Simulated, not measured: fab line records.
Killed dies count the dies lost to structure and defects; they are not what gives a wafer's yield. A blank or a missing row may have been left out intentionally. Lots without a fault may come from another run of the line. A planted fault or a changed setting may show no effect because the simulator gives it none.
fab line records :: flow rit_cmos :: part 2 of 2: steps 27 to 37 of 37
record
  lots=5
  wafers=15
  last_day=7
route steps=202 shown SPACER@126 NSD@131 PSD@142 SDANNEAL@153 PLDD@159 NLDD@160 SILICIDE@161
lots untouched by any fault: they come from a run of this same line in which no faults occurred
start_h: start of the lot's first displayed wafer, in hours after the record's first day :: wait_h: hours since the lot's step before :: " repeats the value in the row above :: L1.1+2: a single row standing in for several wafers :: - no value, or no start given :: * or withheld: withheld :: < > ~ a bound
route shown NAME@n: names a module that has steps shown in the file, with the first one's number in the route :: usual: the fault-free wafers' mean and standard deviation :: same: alike in all rows :: chamber/n: place in a boat :: sites: readings site by site :: _std_site: the standard deviation of these :: _edge_site: mean of outer sites minus mean of inner sites :: radius_mm: how far each site lies from the wafer's centre :: mask NAME#n: copy n :: behind: the last tool/chamber to shape the wafer :: hold: why the lot was held/for how many hours/how that ended :: device: which transistor (n, p or np) failed to switch :: end of line: tests of these same wafers at the route's end :: a step without rows: its recipe alone :: killed: dies lost to structure and defects at the first sort, not the wafer's yield :: map: shows each die of a wafer: x if killed, . if not, _ if none is there
set.NAME: the setting the step ran with; set.NAME@STEP: the setting that earlier step ran with :: model.NAME: the simulator's own value behind a step, which no gauge read
a table for each step, a row for each wafer; lots at some steps of the route
services: from which hour (start_h, from the record's first day; less than 0 if before it) a tool's chamber was out of use, for how many hours, and why
## steps
# step RIT_PSD_TW_MEAS_10
# usual
  PSD_TW=3427/38
lot.wafer: L080.1
tool: film_metro-04
chamber: -
start_h: 90.33
wait_h: 0.1
PSD_TW: 3438

lot.wafer: L080.3
tool: film_metro-04
chamber: -
start_h: 90.33
wait_h: 0.1
PSD_TW: 3436

lot.wafer: L080.6
tool: film_metro-04
chamber: -
start_h: 90.33
wait_h: 0.1
PSD_TW: 3442

lot.wafer: L085.1
tool: film_metro-01
chamber: -
start_h: 110.49
wait_h: 0.1
PSD_TW: 3373

lot.wafer: L085.4
tool: film_metro-01
chamber: -
start_h: 110.49
wait_h: 0.1
PSD_TW: 3394

lot.wafer: L085.5
tool: film_metro-01
chamber: -
start_h: 110.49
wait_h: 0.1
PSD_TW: 3390

lot.wafer: L087.2
tool: film_metro-04
chamber: -
start_h: 115.76
wait_h: 0.1
PSD_TW: 3423

lot.wafer: L087.4
tool: film_metro-04
chamber: -
start_h: 115.76
wait_h: 0.1
PSD_TW: 3412

lot.wafer: L087.6
tool: film_metro-04
chamber: -
start_h: 115.76
wait_h: 0.1
PSD_TW: 3415

lot.wafer: L091.3
tool: film_metro-03
chamber: -
start_h: 133.72
wait_h: 0.1
PSD_TW: 3479

lot.wafer: L091.5
tool: film_metro-03
chamber: -
start_h: 133.72
wait_h: 0.1
PSD_TW: 3455

lot.wafer: L091.6
tool: film_metro-03
chamber: -
start_h: 133.72
wait_h: 0.1
PSD_TW: 3480

lot.wafer: L094.3
tool: film_metro-01
chamber: -
start_h: 152.59
wait_h: 0.1
PSD_TW: 3395

lot.wafer: L094.4
tool: film_metro-01
chamber: -
start_h: 152.59
wait_h: 0.1
PSD_TW: 3393

lot.wafer: L094.6
tool: film_metro-01
chamber: -
start_h: 152.59
wait_h: 0.1
PSD_TW: 3369
# step RIT_SDANNEAL_CLEAN_00
# recipe
  chemistry=SC1
  mix=3:3:50
  time_s=600
  temp_c=75
lot.wafer: L080.1+3+6
tool: wet_bench-01
chamber: 2
start_h: 90.39
wait_h: 0.1

lot.wafer: L085.1+4+5
tool: wet_bench-01
chamber: 0
start_h: 110.55
wait_h: 0.1

lot.wafer: L087.2+4+6
tool: wet_bench-03
chamber: 1
start_h: 115.81
wait_h: 0.0

lot.wafer: L091.3+5+6
tool: wet_bench-04
chamber: 3
start_h: 133.76
wait_h: 0.0

lot.wafer: L094.3+4+6
tool: wet_bench-04
chamber: 0
start_h: 152.63
wait_h: 0.0
# step RIT_SDANNEAL_CLEAN_01
# recipe
  chemistry=dHF
  dilution=50:1
  time_s=30
lot.wafer: L080.1+3+6
tool: wet_bench-01
chamber: 0
start_h: 90.56
wait_h: 0.0

lot.wafer: L085.1+4+5
tool: wet_bench-03
chamber: 3
start_h: 110.73
wait_h: 0.0

lot.wafer: L087.2+4+6
tool: wet_bench-04
chamber: 2
start_h: 116.00
wait_h: 0.0

lot.wafer: L091.3+5+6
tool: wet_bench-01
chamber: 3
start_h: 133.94
wait_h: 0.0

lot.wafer: L094.3+4+6
tool: wet_bench-01
chamber: 2
start_h: 152.82
wait_h: 0.0
# step RIT_SDANNEAL_CLEAN_02
# recipe
  chemistry=SC2
  mix=3:3:50
  time_s=600
  temp_c=75
  dry=n2_spin
lot.wafer: L080.1+3+6
tool: wet_bench-01
chamber: 2
start_h: 90.58
wait_h: 0.0

lot.wafer: L085.1+4+5
tool: wet_bench-04
chamber: 2
start_h: 110.74
wait_h: 0.0

lot.wafer: L087.2+4+6
tool: wet_bench-01
chamber: 0
start_h: 116.02
wait_h: 0.0

lot.wafer: L091.3+5+6
tool: wet_bench-03
chamber: 1
start_h: 133.95
wait_h: 0.0

lot.wafer: L094.3+4+6
tool: wet_bench-03
chamber: 0
start_h: 152.83
wait_h: 0.0
# step RIT_SDANNEAL_RTA_03
# recipe
  temp_c=1050
  time_s=5
  idle_temp_c=600
  ramp_up_c_per_s=342
  ramp_down_c_per_s=171
  cool_to_c=600
  ambient=N2
# usual
  ramp_up_c_per_s=341.99/0.061
  wafer_temp_C_max=1053.5/1
lot.wafer: L080.1
tool: rtp_anneal-01
chamber: 0
start_h: 90.75
wait_h: 0.0
ramp_up_c_per_s: 341.97
wafer_temp_C_max: 1055.7

lot.wafer: L080.3
tool: rtp_anneal-01
chamber: 0
start_h: 90.75
wait_h: 0.0
ramp_up_c_per_s: 341.97
wafer_temp_C_max: 1053.5

lot.wafer: L080.6
tool: rtp_anneal-01
chamber: 0
start_h: 90.75
wait_h: 0.0
ramp_up_c_per_s: 342.04
wafer_temp_C_max: 1053.2

lot.wafer: L085.1
tool: rtp_anneal-02
chamber: 0
start_h: 110.92
wait_h: 0.0
ramp_up_c_per_s: 342.03
wafer_temp_C_max: 1055.1

lot.wafer: L085.4
tool: rtp_anneal-02
chamber: 0
start_h: 110.92
wait_h: 0.0
ramp_up_c_per_s: 341.96
wafer_temp_C_max: 1052.7

lot.wafer: L085.5
tool: rtp_anneal-02
chamber: 0
start_h: 110.92
wait_h: 0.0
ramp_up_c_per_s: 341.97
wafer_temp_C_max: 1054.1

lot.wafer: L087.2
tool: rtp_anneal-02
chamber: 0
start_h: 116.21
wait_h: 0.0
ramp_up_c_per_s: 341.93
wafer_temp_C_max: 1053.4

lot.wafer: L087.4
tool: rtp_anneal-02
chamber: 0
start_h: 116.21
wait_h: 0.0
ramp_up_c_per_s: 341.99
wafer_temp_C_max: 1053.3

lot.wafer: L087.6
tool: rtp_anneal-02
chamber: 0
start_h: 116.21
wait_h: 0.0
ramp_up_c_per_s: 341.98
wafer_temp_C_max: 1053.9

lot.wafer: L091.3
tool: rtp_anneal-02
chamber: 0
start_h: 134.16
wait_h: 0.0
ramp_up_c_per_s: 341.98
wafer_temp_C_max: 1054.4

lot.wafer: L091.5
tool: rtp_anneal-02
chamber: 0
start_h: 134.16
wait_h: 0.0
ramp_up_c_per_s: 341.98
wafer_temp_C_max: 1054.1

lot.wafer: L091.6
tool: rtp_anneal-02
chamber: 0
start_h: 134.16
wait_h: 0.0
ramp_up_c_per_s: 341.95
wafer_temp_C_max: 1054.5

lot.wafer: L094.3
tool: rtp_anneal-01
chamber: 0
start_h: 153.03
wait_h: 0.0
ramp_up_c_per_s: 342.09
wafer_temp_C_max: 1052.4

lot.wafer: L094.4
tool: rtp_anneal-01
chamber: 0
start_h: 153.03
wait_h: 0.0
ramp_up_c_per_s: 342.03
wafer_temp_C_max: 1053.0

lot.wafer: L094.6
tool: rtp_anneal-01
chamber: 0
start_h: 153.03
wait_h: 0.0
ramp_up_c_per_s: 341.96
wafer_temp_C_max: 1052.7
# step RIT_SDANNEAL_RS_MEAS_04
# recipe
  thk_meas_gauge=four-point-probe
# usual
  PSD_RS=115.77/0.25
lot.wafer: L080.1
tool: film_metro-04
chamber: -
start_h: 90.81
wait_h: 0.0
PSD_RS[ohm/sq]: 116.10

lot.wafer: L080.3
tool: film_metro-04
chamber: -
start_h: 90.81
wait_h: 0.0
PSD_RS[ohm/sq]: 115.93

lot.wafer: L080.6
tool: film_metro-04
chamber: -
start_h: 90.81
wait_h: 0.0
PSD_RS[ohm/sq]: 116.04

lot.wafer: L085.1
tool: film_metro-03
chamber: -
start_h: 110.98
wait_h: 0.0
PSD_RS[ohm/sq]: 115.85

lot.wafer: L085.4
tool: film_metro-03
chamber: -
start_h: 110.98
wait_h: 0.0
PSD_RS[ohm/sq]: 115.63

lot.wafer: L085.5
tool: film_metro-03
chamber: -
start_h: 110.98
wait_h: 0.0
PSD_RS[ohm/sq]: 115.81

lot.wafer: L087.2
tool: film_metro-03
chamber: -
start_h: 116.27
wait_h: 0.1
PSD_RS[ohm/sq]: 115.77

lot.wafer: L087.4
tool: film_metro-03
chamber: -
start_h: 116.27
wait_h: 0.1
PSD_RS[ohm/sq]: 115.62

lot.wafer: L087.6
tool: film_metro-03
chamber: -
start_h: 116.27
wait_h: 0.1
PSD_RS[ohm/sq]: 115.65

lot.wafer: L091.3
tool: film_metro-01
chamber: -
start_h: 134.24
wait_h: 0.1
PSD_RS[ohm/sq]: 115.63

lot.wafer: L091.5
tool: film_metro-01
chamber: -
start_h: 134.24
wait_h: 0.1
PSD_RS[ohm/sq]: 115.74

lot.wafer: L091.6
tool: film_metro-01
chamber: -
start_h: 134.24
wait_h: 0.1
PSD_RS[ohm/sq]: 115.90

lot.wafer: L094.3
tool: film_metro-03
chamber: -
start_h: 153.11
wait_h: 0.1
PSD_RS[ohm/sq]: 116.19

lot.wafer: L094.4
tool: film_metro-03
chamber: -
start_h: 153.11
wait_h: 0.1
PSD_RS[ohm/sq]: 115.79

lot.wafer: L094.6
tool: film_metro-03
chamber: -
start_h: 153.11
wait_h: 0.1
PSD_RS[ohm/sq]: 115.90
# step RIT_SDANNEAL_RS_MEAS_05
# recipe
  thk_meas_gauge=four-point-probe
# usual
  NSD_RS=84.40/0.27
lot.wafer: L080.1
tool: film_metro-04
chamber: -
start_h: 90.93
wait_h: 0.1
NSD_RS[ohm/sq]: 84.47

lot.wafer: L080.3
tool: film_metro-04
chamber: -
start_h: 90.93
wait_h: 0.1
NSD_RS[ohm/sq]: 84.51

lot.wafer: L080.6
tool: film_metro-04
chamber: -
start_h: 90.93
wait_h: 0.1
NSD_RS[ohm/sq]: 84.60

lot.wafer: L085.1
tool: film_metro-03
chamber: -
start_h: 111.10
wait_h: 0.1
NSD_RS[ohm/sq]: 84.55

lot.wafer: L085.4
tool: film_metro-03
chamber: -
start_h: 111.10
wait_h: 0.1
NSD_RS[ohm/sq]: 84.61

lot.wafer: L085.5
tool: film_metro-03
chamber: -
start_h: 111.10
wait_h: 0.1
NSD_RS[ohm/sq]: 84.57

lot.wafer: L087.2
tool: film_metro-03
chamber: -
start_h: 116.39
wait_h: 0.1
NSD_RS[ohm/sq]: 84.50

lot.wafer: L087.4
tool: film_metro-03
chamber: -
start_h: 116.39
wait_h: 0.1
NSD_RS[ohm/sq]: 84.45

lot.wafer: L087.6
tool: film_metro-03
chamber: -
start_h: 116.39
wait_h: 0.1
NSD_RS[ohm/sq]: 84.35

lot.wafer: L091.3
tool: film_metro-01
chamber: -
start_h: 134.36
wait_h: 0.1
NSD_RS[ohm/sq]: 84.43

lot.wafer: L091.5
tool: film_metro-01
chamber: -
start_h: 134.36
wait_h: 0.1
NSD_RS[ohm/sq]: 84.17

lot.wafer: L091.6
tool: film_metro-01
chamber: -
start_h: 134.36
wait_h: 0.1
NSD_RS[ohm/sq]: 84.18

lot.wafer: L094.3
tool: film_metro-03
chamber: -
start_h: 153.23
wait_h: 0.1
NSD_RS[ohm/sq]: 84.35

lot.wafer: L094.4
tool: film_metro-03
chamber: -
start_h: 153.23
wait_h: 0.1
NSD_RS[ohm/sq]: 84.54

lot.wafer: L094.6
tool: film_metro-03
chamber: -
start_h: 153.23
wait_h: 0.1
NSD_RS[ohm/sq]: 83.98
# step RIT_SDANNEAL_RS_MEAS_06
# recipe
  thk_meas_gauge=four-point-probe
# usual
  PLDD_RS=178.6/0.39
lot.wafer: L080.1
tool: film_metro-04
chamber: -
start_h: 91.05
wait_h: 0.1
PLDD_RS[ohm/sq]: 179.0

lot.wafer: L080.3
tool: film_metro-04
chamber: -
start_h: 91.05
wait_h: 0.1
PLDD_RS[ohm/sq]: 179.5

lot.wafer: L080.6
tool: film_metro-04
chamber: -
start_h: 91.05
wait_h: 0.1
PLDD_RS[ohm/sq]: 179.2

lot.wafer: L085.1
tool: film_metro-03
chamber: -
start_h: 111.22
wait_h: 0.1
PLDD_RS[ohm/sq]: 178.8

lot.wafer: L085.4
tool: film_metro-03
chamber: -
start_h: 111.22
wait_h: 0.1
PLDD_RS[ohm/sq]: 179.1

lot.wafer: L085.5
tool: film_metro-03
chamber: -
start_h: 111.22
wait_h: 0.1
PLDD_RS[ohm/sq]: 179.2

lot.wafer: L087.2
tool: film_metro-03
chamber: -
start_h: 116.51
wait_h: 0.1
PLDD_RS[ohm/sq]: 177.9

lot.wafer: L087.4
tool: film_metro-03
chamber: -
start_h: 116.51
wait_h: 0.1
PLDD_RS[ohm/sq]: 178.2

lot.wafer: L087.6
tool: film_metro-03
chamber: -
start_h: 116.51
wait_h: 0.1
PLDD_RS[ohm/sq]: 178.5

lot.wafer: L091.3
tool: film_metro-01
chamber: -
start_h: 134.48
wait_h: 0.1
PLDD_RS[ohm/sq]: 178.5

lot.wafer: L091.5
tool: film_metro-01
chamber: -
start_h: 134.48
wait_h: 0.1
PLDD_RS[ohm/sq]: 179.3

lot.wafer: L091.6
tool: film_metro-01
chamber: -
start_h: 134.48
wait_h: 0.1
PLDD_RS[ohm/sq]: 179.0

lot.wafer: L094.3
tool: film_metro-03
chamber: -
start_h: 153.35
wait_h: 0.1
PLDD_RS[ohm/sq]: 178.6

lot.wafer: L094.4
tool: film_metro-03
chamber: -
start_h: 153.35
wait_h: 0.1
PLDD_RS[ohm/sq]: 178.9

lot.wafer: L094.6
tool: film_metro-03
chamber: -
start_h: 153.35
wait_h: 0.1
PLDD_RS[ohm/sq]: 178.5
# step RIT_SDANNEAL_RS_MEAS_07
# recipe
  thk_meas_gauge=four-point-probe
# usual
  NLDD_RS=151.5/0.55
lot.wafer: L080.1
tool: film_metro-04
chamber: -
start_h: 91.17
wait_h: 0.1
NLDD_RS[ohm/sq]: 151.2

lot.wafer: L080.3
tool: film_metro-04
chamber: -
start_h: 91.17
wait_h: 0.1
NLDD_RS[ohm/sq]: 151.4

lot.wafer: L080.6
tool: film_metro-04
chamber: -
start_h: 91.17
wait_h: 0.1
NLDD_RS[ohm/sq]: 151.6

lot.wafer: L085.1
tool: film_metro-03
chamber: -
start_h: 111.34
wait_h: 0.1
NLDD_RS[ohm/sq]: 152.0

lot.wafer: L085.4
tool: film_metro-03
chamber: -
start_h: 111.34
wait_h: 0.1
NLDD_RS[ohm/sq]: 151.7

lot.wafer: L085.5
tool: film_metro-03
chamber: -
start_h: 111.34
wait_h: 0.1
NLDD_RS[ohm/sq]: 151.8

lot.wafer: L087.2
tool: film_metro-03
chamber: -
start_h: 116.63
wait_h: 0.1
NLDD_RS[ohm/sq]: 150.6

lot.wafer: L087.4
tool: film_metro-03
chamber: -
start_h: 116.63
wait_h: 0.1
NLDD_RS[ohm/sq]: 150.7

lot.wafer: L087.6
tool: film_metro-03
chamber: -
start_h: 116.63
wait_h: 0.1
NLDD_RS[ohm/sq]: 149.9

lot.wafer: L091.3
tool: film_metro-01
chamber: -
start_h: 134.60
wait_h: 0.1
NLDD_RS[ohm/sq]: 151.8

lot.wafer: L091.5
tool: film_metro-01
chamber: -
start_h: 134.60
wait_h: 0.1
NLDD_RS[ohm/sq]: 151.6

lot.wafer: L091.6
tool: film_metro-01
chamber: -
start_h: 134.60
wait_h: 0.1
NLDD_RS[ohm/sq]: 151.2

lot.wafer: L094.3
tool: film_metro-03
chamber: -
start_h: 153.47
wait_h: 0.1
NLDD_RS[ohm/sq]: 151.3

lot.wafer: L094.4
tool: film_metro-03
chamber: -
start_h: 153.47
wait_h: 0.1
NLDD_RS[ohm/sq]: 151.3

lot.wafer: L094.6
tool: film_metro-03
chamber: -
start_h: 153.47
wait_h: 0.1
NLDD_RS[ohm/sq]: 151.7
# step RIT_SILICIDE_WET_ETCH_00
# recipe
  chemistry=BOE
  target=SiO2
  target_depth_nm=14
  time_s=15
  dry=n2_spin
  dilution=10:1
  temp_c=21.5
lot.wafer: L080.1+3+6
tool: wet_bench-01
chamber: 0
start_h: 91.29
wait_h: 0.1

lot.wafer: L085.1+4+5
tool: wet_bench-01
chamber: 0
start_h: 111.46
wait_h: 0.1

lot.wafer: L087.2+4+6
tool: wet_bench-03
chamber: 0
start_h: 116.73
wait_h: 0.1

lot.wafer: L091.3+5+6
tool: wet_bench-01
chamber: 1
start_h: 134.68
wait_h: 0.1

lot.wafer: L094.3+4+6
tool: wet_bench-02
chamber: 1
start_h: 153.55
wait_h: 0.1
# step RIT_SILICIDE_SPUTTER_01
# recipe
  material=Ti
  target_thk_nm=30
  power_w=350
  chamber_pressure_pa=0.667
  gas=Ar
  time_s=240
  substrate_temp_c=25
# usual
  throttle_valve_pct=30.4/1.1
lot.wafer: L080.1
tool: pvd_sputter-01
chamber: -
start_h: 91.30
wait_h: 0.0
throttle_valve_pct: 30.0

lot.wafer: L080.3
tool: pvd_sputter-01
chamber: -
start_h: 91.30
wait_h: 0.0
throttle_valve_pct: 28.4

lot.wafer: L080.6
tool: pvd_sputter-01
chamber: -
start_h: 91.30
wait_h: 0.0
throttle_valve_pct: 31.9

lot.wafer: L085.1
tool: pvd_sputter-04
chamber: -
start_h: 111.47
wait_h: 0.0
throttle_valve_pct: 31.0

lot.wafer: L085.4
tool: pvd_sputter-04
chamber: -
start_h: 111.47
wait_h: 0.0
throttle_valve_pct: 28.9

lot.wafer: L085.5
tool: pvd_sputter-04
chamber: -
start_h: 111.47
wait_h: 0.0
throttle_valve_pct: 28.6

lot.wafer: L087.2
tool: pvd_sputter-04
chamber: -
start_h: 116.75
wait_h: 0.0
throttle_valve_pct: 28.7

lot.wafer: L087.4
tool: pvd_sputter-04
chamber: -
start_h: 116.75
wait_h: 0.0
throttle_valve_pct: 30.7

lot.wafer: L087.6
tool: pvd_sputter-04
chamber: -
start_h: 116.75
wait_h: 0.0
throttle_valve_pct: 31.5

lot.wafer: L091.3
tool: pvd_sputter-03
chamber: -
start_h: 134.69
wait_h: 0.0
throttle_valve_pct: 28.9

lot.wafer: L091.5
tool: pvd_sputter-03
chamber: -
start_h: 134.69
wait_h: 0.0
throttle_valve_pct: 29.9

lot.wafer: L091.6
tool: pvd_sputter-03
chamber: -
start_h: 134.69
wait_h: 0.0
throttle_valve_pct: 30.7

lot.wafer: L094.3
tool: pvd_sputter-01
chamber: -
start_h: 153.56
wait_h: 0.0
throttle_valve_pct: 30.2

lot.wafer: L094.4
tool: pvd_sputter-01
chamber: -
start_h: 153.56
wait_h: 0.0
throttle_valve_pct: 32.1

lot.wafer: L094.6
tool: pvd_sputter-01
chamber: -
start_h: 153.56
wait_h: 0.0
throttle_valve_pct: 29.5
## services
tool: rie_diel-02
chamber: 2
start_h: 63.92
hours: 9.9
kind: repair

tool: pvd_sputter-01
chamber: -
start_h: 74.48
hours: 2.7
kind: repair

tool: wet_bench-02
chamber: -
start_h: 76.46
hours: 38.1
kind: pm

tool: implanter-04
chamber: -
start_h: 78.57
hours: 3.8
kind: pm

tool: iline_stepper-02
chamber: -
start_h: 80.05
hours: 1.9
kind: repair

tool: plasma_asher-01
chamber: -
start_h: 80.55
hours: 13.0
kind: repair

tool: iline_stepper-02
chamber: 0
start_h: 81.99
hours: -
kind: calibration

tool: rie_diel-03
chamber: -
start_h: 85.52
hours: 0.1
kind: repair

tool: implanter-02
chamber: -
start_h: 85.54
hours: 1.1
kind: repair

tool: rie_diel-02
chamber: 3
start_h: 91.86
hours: 8.2
kind: repair

tool: rie_diel-03
chamber: -
start_h: 93.43
hours: 0.5
kind: repair

tool: wet_bench-03
chamber: -
start_h: 103.50
hours: 1.9
kind: pm

tool: plasma_asher-01
chamber: -
start_h: 108.75
hours: 9.0
kind: pm

tool: plasma_asher-01
chamber: 0
start_h: 108.75
hours: 9.0
kind: vent_cycle

tool: pvd_sputter-01
chamber: -
start_h: 111.58
hours: 6.5
kind: repair

tool: implanter-03
chamber: -
start_h: 119.76
hours: 7.8
kind: repair

tool: rtp_anneal-02
chamber: -
start_h: 127.17
hours: 4.4
kind: pm

tool: implanter-04
chamber: -
start_h: 133.82
hours: 3.4
kind: pm

tool: wet_bench-03
chamber: -
start_h: 134.53
hours: 1.6
kind: repair

tool: pvd_sputter-01
chamber: -
start_h: 137.05
hours: 1.7
kind: repair

tool: rie_diel-02
chamber: 1
start_h: 144.08
hours: 4.5
kind: repair

tool: rie_diel-02
chamber: 3
start_h: 145.07
hours: 5.7
kind: repair

tool: plasma_asher-03
chamber: -
start_h: 145.20
hours: 0.4
kind: repair

tool: implanter-03
chamber: -
start_h: 147.86
hours: 17.0
kind: repair
